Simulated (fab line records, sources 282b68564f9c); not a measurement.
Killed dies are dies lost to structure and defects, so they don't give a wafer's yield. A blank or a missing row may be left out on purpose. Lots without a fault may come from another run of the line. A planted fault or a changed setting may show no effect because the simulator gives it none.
fab line records | flow rit_cmos
record lots=6 wafers=18 last_day=7
route steps=202 shown PLDD@116 SPACER@125
lots that met no fault: from a run of the same line without faults
start_h: hours from the record's first day to the start of the lot's first wafer shown | wait_h: hours since the lot's step before | " the same as in the row above | L1.1+2: a row that stands for several wafers | - no value, or no start given | * or withheld: withheld | < > ~ a bound
route shown NAME@n: a module of which the file shows steps, and the number in the route of the first | usual: mean/standard deviation of fault-free wafers | same: alike in all rows | chamber/n: place in a boat | sites: the reading at each site | _std_site: their standard deviation | _edge_site: outer sites' mean less inner sites' | radius_mm: how far each site lies from the wafer's centre | mask NAME#n: copy n | behind: the tool/chamber that last shaped the wafer | hold: why the lot was held/for how many hours/how that ended | device: the transistor (n, p or np) that didn't switch | end of line: the same wafers' tests at the end of the route | a step without rows: its recipe alone | killed: dies lost to structure and defects at the first sort, not the wafer's yield | map: a wafer's dies, x killed, . not, _ none there
set.NAME: the setting as run; set.NAME@STEP: as run at that earlier step | model.NAME: the simulator's own value behind a step, which no gauge read
lots at some steps of the route; a table a step, a row a wafer
services: from which hour (start_h, from the record's first day; less than 0 if before it) a tool's chamber was out of use, for how many hours, and why
## steps
# step RIT_PLDD_SOFTBAKE_02
# recipe resist=NOVOLAK temp_c=90 time_s=60
# step RIT_PLDD_EXPOSE_03
# recipe mask_id=M8 na=0.57 target_cd_nm=40900 dose_mj=250
# step RIT_PLDD_PEB_04
# recipe resist=NOVOLAK temp_c=withheld time_s=withheld
# step RIT_PLDD_DEVELOP_05
# recipe resist=NOVOLAK develop_time_s=50 dev_temp_c=23
# step RIT_PLDD_OVL_MEAS_06
# usual PLDD_OVL=0.1/1.6
# columns lot.wafer tool chamber start_h wait_h PLDD_OVL[nm]
L573.2 overlay-02 - 48.68 - -1.5
L573.3 " - " " -2.2
L573.5 " - " " -2.5
L579.1 overlay-01 - 73.48 - 2.4
L579.3 " - " " 3.6
L579.5 " - " " 4.1
L588.3 overlay-02 - 119.02 - -1.6
L588.4 " - " " -0.9
L588.6 " - " " 0.5
L589.2 overlay-01 - 122.61 - -0.2
L589.4 " - " " -1.7
L589.5 " - " " -3.1
L592.1 overlay-01 - 139.32 - 0.7
L592.4 " - " " -0.2
L592.6 " - " " 0.3
L595.1 overlay-01 - 153.06 - 1.3
L595.2 " - " " -0.5
L595.6 " - " " -0.1
# step RIT_PLDD_HARDBAKE_07
# recipe resist=NOVOLAK temp_c=140 time_s=60
# step RIT_PLDD_IMPLANT_08
# recipe species=BF2 energy_kev=20 dose_cm2=9e+14 tilt_deg=7
# step RIT_PLDD_STRIP_09
# recipe chemistry=O2 time_s=180 resist=NOVOLAK platen_temp_c=withheld power_w=500 pressure_mtorr=4000 o2_flow_sccm=4000
# usual drypump_motor_current_A=5.8/0.49
# columns lot.wafer tool chamber start_h wait_h drypump_motor_current_A rf_hours_counter_h
L573.2 plasma_asher-01 1 49.01 0.1 5.0 42
L573.3 " 1 " " 5.1 -
L573.5 " 0 " " 5.4 -
L579.1 plasma_asher-03 0 73.82 0.1 5.6 44
L579.3 " 1 " " 6.6 -
L579.5 " 0 " " 5.6 -
L588.3 plasma_asher-02 0 119.40 0.1 5.9 -
L588.4 " 1 " " 5.5 -
L588.6 " 1 " " 5.5 -
L589.2 plasma_asher-03 0 122.94 0.1 5.6 49
L589.4 " 0 " " 5.6 -
L589.5 " 0 " " 5.6 -
L592.1 plasma_asher-03 0 139.66 0.1 5.6 51
L592.4 " 0 " " 5.6 -
L592.6 " 1 " " 6.6 -
L595.1 plasma_asher-03 1 153.40 0.1 6.5 52
L595.2 " 0 " " 5.6 52
L595.6 " 0 " " 5.6 -
# step RIT_PLDD_TW_MEAS_10
# usual PLDD_TW=2317/21
# columns lot.wafer tool chamber start_h wait_h PLDD_TW
L573.2 film_metro-04 - 49.20 0.1 2336
L573.3 " - " " 2343
L573.5 " - " " 2350
L579.1 film_metro-03 - 74.00 0.1 2320
L579.3 " - " " 2329
L579.5 " - " " 2317
L588.3 film_metro-01 - 119.54 0.1 2288
L588.4 " - " " 2287
L588.6 " - " " 2295
L589.2 film_metro-04 - 123.12 0.1 2345
L589.4 " - " " 2332
L589.5 " - " " 2335
L592.1 film_metro-03 - 139.83 0.1 2301
L592.4 " - " " 2300
L592.6 " - " " 2297
L595.1 film_metro-03 - 153.57 0.1 2308
L595.2 " - " " 2307
L595.6 " - " " 2318
# step RIT_SPACER_CLEAN_00
# recipe chemistry=SC1 mix=3:3:50 time_s=600 temp_c=75
# step RIT_SPACER_CLEAN_01
# recipe chemistry=dHF dilution=50:1 time_s=30
# step RIT_SPACER_CLEAN_02
# recipe chemistry=SC2 mix=3:3:50 time_s=600 temp_c=75 dry=n2_spin
# step RIT_SPACER_CVD_03
# recipe material=Si3N4 target_thk_nm=250 temp_c=810 precursor=SiH2Cl2/NH3 time_s=3300 pressure_mtorr=300 sih2cl2_flow_sccm=60 nh3_flow_sccm=150
# usual sih2cl2_flow_sccm=60.00/0.17
# columns lot.wafer tool chamber start_h wait_h sih2cl2_flow_sccm model.Si3N4_of_SPACER_CVD_03.thk_nm
L573.2 lpcvd-02 0 49.61 0.0 59.94 248.7
L573.3 " 0 " " 60.09 248.1
L573.5 " 0 " " 60.00 249
L579.1 lpcvd-01 0 74.42 0.0 60.05 251
L579.3 " 0 " " 59.81 251.1
L579.5 " 0 " " 59.76 250.1
L588.3 lpcvd-02 1 119.94 0.0 59.77 317.9
L588.4 " 1 " " 59.87 319.8
L588.6 " 1 " " 59.90 318.5
L589.2 lpcvd-02 0 123.57 0.0 59.91 319.8
L589.4 " 0 " " 59.90 322.5
L589.5 " 0 " " 60.10 319.7
L592.1 lpcvd-01 1 140.29 0.0 60.05 248.3
L592.4 " 1 " " 60.18 249.5
L592.6 " 1 " " 59.96 248.4
L595.1 lpcvd-01 1 154.00 0.0 59.93 247.4
L595.2 " 1 " " 60.21 247.5
L595.6 " 1 " " 60.07 247.3
# step RIT_SPACER_THK_MEAS_04
# recipe reads=Si3N4_of_SPACER_CVD_03
# usual SPACER_NITRIDE_THK=249.6/2.5
# columns lot.wafer tool chamber start_h wait_h SPACER_NITRIDE_THK[nm]
L573.2 film_metro-03 - 51.54 0.0 248.6
L573.3 " - " " 248.0
L573.5 " - " " 249.0
L579.1 film_metro-03 - 76.34 0.0 251.0
L579.3 " - " " 251.2
L579.5 " - " " 250.2
L588.3 film_metro-03 - 121.88 0.0 318.1
L588.4 " - " " 319.9
L588.6 " - " " 318.6
L589.2 film_metro-02 - 125.50 0.0 319.5
L589.4 " - " " 322.4
L589.5 " - " " 319.7
L592.1 film_metro-02 - 142.21 0.0 248.3
L592.4 " - " " 249.5
L592.6 " - " " 248.2
L595.1 film_metro-01 - 155.92 0.0 247.4
L595.2 " - " " 247.6
L595.6 " - " " 247.2
# step RIT_SPACER_ETCHBACK_05
# recipe target_depth_a=2500 SF6_flow_sccm=30 CHF3_flow_sccm=30 target=Si3N4 chemistry=SF6/CHF3 pressure_mtorr=40 rf_w=250 time_s=240 stop_on=SiO2
# usual drypump_motor_current_A=5.3/0.48 oes_product_au=0.845/0.016 throttle_valve_pct=10.29/0.12
# columns lot.wafer tool chamber start_h wait_h drypump_motor_current_A oes_product_au rf_hours_counter_h throttle_valve_pct model.etch.depth_nm model.Si3N4_of_SPACER_CVD_03.thk_nm
L573.2 rie_diel-04 1 51.59 0.0 5.0 0.840 38 10.21 248.7 195
L573.3 " 3 " " 5.7 0.854 6 10.41 248.1 195.1
L573.5 " 2 " " 5.1 0.840 - 10.28 249 196.3
L579.1 rie_diel-01 2 76.40 0.1 5.7 0.872 1 10.29 251 197.4
L579.3 " 0 " " 4.8 0.833 32 10.32 251.1 195.7
L579.5 " 1 " " 4.7 0.845 - 10.26 250.1 195.7
L588.3 rie_diel-04 2 121.92 0.0 5.1 0.979 4 10.35 311.4 249.4
L588.4 " 1 " " 5.0 0.983 39 10.27 315 250.1
L588.6 " 2 " " 5.1 0.970 - 10.33 306.1 251.1
L589.2 rie_diel-04 2 125.55 0.0 5.0 0.971 4 10.34 306.8 252
L589.4 " 1 " " 5.0 0.987 39 10.27 307.8 253.8
L589.5 " 2 " " 5.1 0.972 - 10.35 306.9 251.8
L592.1 rie_diel-01 3 142.27 0.1 4.9 0.848 148 10.14 248.3 192.7
L592.4 " 0 " " 4.8 0.817 34 10.33 249.5 194.4
L592.6 " 3 " " 5.0 0.848 - 10.11 248.4 192.9
L595.1 rie_diel-04 1 155.98 0.1 5.0 0.832 40 10.22 247.4 194.3
L595.2 " 3 " " 5.7 0.859 7 10.42 247.5 194.1
L595.6 " 3 " " 5.7 0.849 - 10.41 247.3 194
## services
# columns tool chamber start_h hours kind
rie_diel-04 - 35.76 0.5 repair
rie_diel-01 2 37.40 - clean
rie_diel-01 2 37.40 17.1 scheduled_down
rie_diel-01 2 37.40 17.1 vent_cycle
rie_diel-01 - 50.60 2.8 pm
rie_diel-04 - 69.31 1.4 repair
rie_diel-04 - 73.54 14.6 pm
rie_diel-04 0 93.44 3.0 repair
rie_diel-04 3 103.23 16.1 repair
plasma_asher-02 - 105.11 0.7 repair
plasma_asher-01 - 108.85 9.0 pm
plasma_asher-01 0 108.85 9.0 vent_cycle
plasma_asher-01 1 108.85 9.0 vent_cycle
plasma_asher-01 0 117.85 - clean
plasma_asher-01 1 117.85 - clean
rie_diel-04 0 148.37 21.6 repair
rie_diel-04 2 152.20 4.1 repair
## key
first_sign step=RIT_SPACER_THK_MEAS_04 reading=SPACER_NITRIDE_THK direction=up sigmas=28 usual=249.6 struck=319.7
effect step=RIT_SPACER_ETCHBACK_05 reading=oes_product_au direction=up sigmas=8.2 usual=0.845 struck=0.977
model_effect step=RIT_SPACER_CVD_03 value=Si3N4_of_SPACER_CVD_03.thk_nm without=248.1 struck=319.7
model_effect step=RIT_SPACER_ETCHBACK_05 value=etch.depth_nm without=248.1 struck=309
met_at RIT_SPACER_CVD_03
struck_wafers L588.3,L588.4,L588.6,L589.2,L589.4,L589.5
later_rows_left_out L588.3,L588.4,L588.6,L589.2,L589.4,L589.5
sort_left_out L588.3,L588.4,L588.6,L589.2,L589.4,L589.5
tester_left_out L588,L589
onset_between 49.61 119.94
fault kind=process_parameter_drift tool=lpcvd-02 chamber=- onset_h=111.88 steps=RIT_SPACER_CVD_03 channel=time_s offset=* shape=step end_h=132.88 acts_in=* stated=*
# tester_left_out: of these lots the tester's yield and bins aren't shown, on N5 and GAA mostly nor the transistor test; their killed dies are dies lost to structure and defects alone, not to doping, threshold or leakage, so they don't give the yield
# sort_left_out: the simulated sort isn't trusted on such a fault, so these wafers' sort isn't shown, and their yield isn't known
# later_rows_left_out: the simulator's readings of these wafers behind a module that went badly wrong aren't trusted and aren't shown, but for the sort
